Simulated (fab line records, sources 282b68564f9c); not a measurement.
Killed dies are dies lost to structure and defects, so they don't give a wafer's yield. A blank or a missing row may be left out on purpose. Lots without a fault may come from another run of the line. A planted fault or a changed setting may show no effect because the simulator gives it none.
Problem report in the 8D (eight disciplines) form, filled by code | flow rit_cmos | the parts of the form that need people (team, actions taken, sign-off) are left out

1. THE PROBLEM
FOX1_OXIDE_THK at RIT_FOX1_THK_MEAS_01 reads a mean of 388 nm on 6 wafers of 2 lots; wafers without a fault read 348 nm with a standard deviation of 6.1. That is +6.6 standard deviations from the usual mean.
First seen on wafer L882.1, day 4 10:53, on film_metro-03. The record holds 42 wafers of 14 lots with a number at this step. Rule for "out", or "out of limits": more than 4 standard deviations from the usual mean. The other wafers with a number count as sound.

2. WHAT IT IS AND WHAT IT IS NOT
question                    | is                     | is not
which readings at this step | FOX1_OXIDE_THK         | -
which lots                  | L882, L887             | L869, L870, L871, L872, L873, L874, L875, L880, L881, L885, L889, L890
which wafers of those lots  | all that have a number | -
read on which gauges        | film_metro-03          | film_metro-01, film_metro-04
when                        | from day 4 10:53       | up to then (27 sound wafers); but 9 sound wafers of L885, L889, L890 came after

3. SUSPECTS, AND WHAT RULES EACH OUT
Counting: a tool at a process step up to the reading stays a suspect if it ran every lot that is out and no sound lot after the first of them.
- the gauge at RIT_FOX1_THK_MEAS_01: kept. All the wafers that are out were read on film_metro-03, and no step on other tools shows them out.
- furnace-01 at RIT_FOX1_OXIDATION_00 (target thk 350.7 nm, ox time 1130 s): kept. It ran every lot that is out, first L882 (day 4 09:35), and no sound lot after that; its last sound lot up to then is L880 (day 3 22:58).
Left after counting: furnace-01 at RIT_FOX1_OXIDATION_00, film_metro-03 at RIT_FOX1_THK_MEAS_01.

4. THE CAUSE (what the simulator had put in)
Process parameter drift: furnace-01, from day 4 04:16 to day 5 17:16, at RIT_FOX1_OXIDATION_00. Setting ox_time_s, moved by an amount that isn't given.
Counting left 2 suspects, and this tool is among them.

5. THE CHAIN OF EFFECTS, in route order
Each row: a reading whose mean over the struck wafers that have a number lies more than 3 standard deviations from the usual. Only readings for which the record gives a usual standard deviation are gone through. hours: the time from each lot's start at the first step in this table that gives one to its start at this step, as a median over the lots. sigmas: the change in usual standard deviations.
hours | step                 | reading        | usual  | on struck wafers | change | sigmas
0     | RIT_FOX1_THK_MEAS_01 | FOX1_OXIDE_THK | 348 nm | 388              | +40    | +6.6

6. WHAT WOULD HAVE CAUGHT IT SOONER
In this record the first reading out of limits at a measuring or inspecting step was taken at day 4 10:53, 7 hours after the fault began at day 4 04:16.
Of the lots that are out (2), L887 began RIT_FOX1_OXIDATION_00 on furnace-01 after day 4 10:53. A hold on the tool at that time would have spared it.
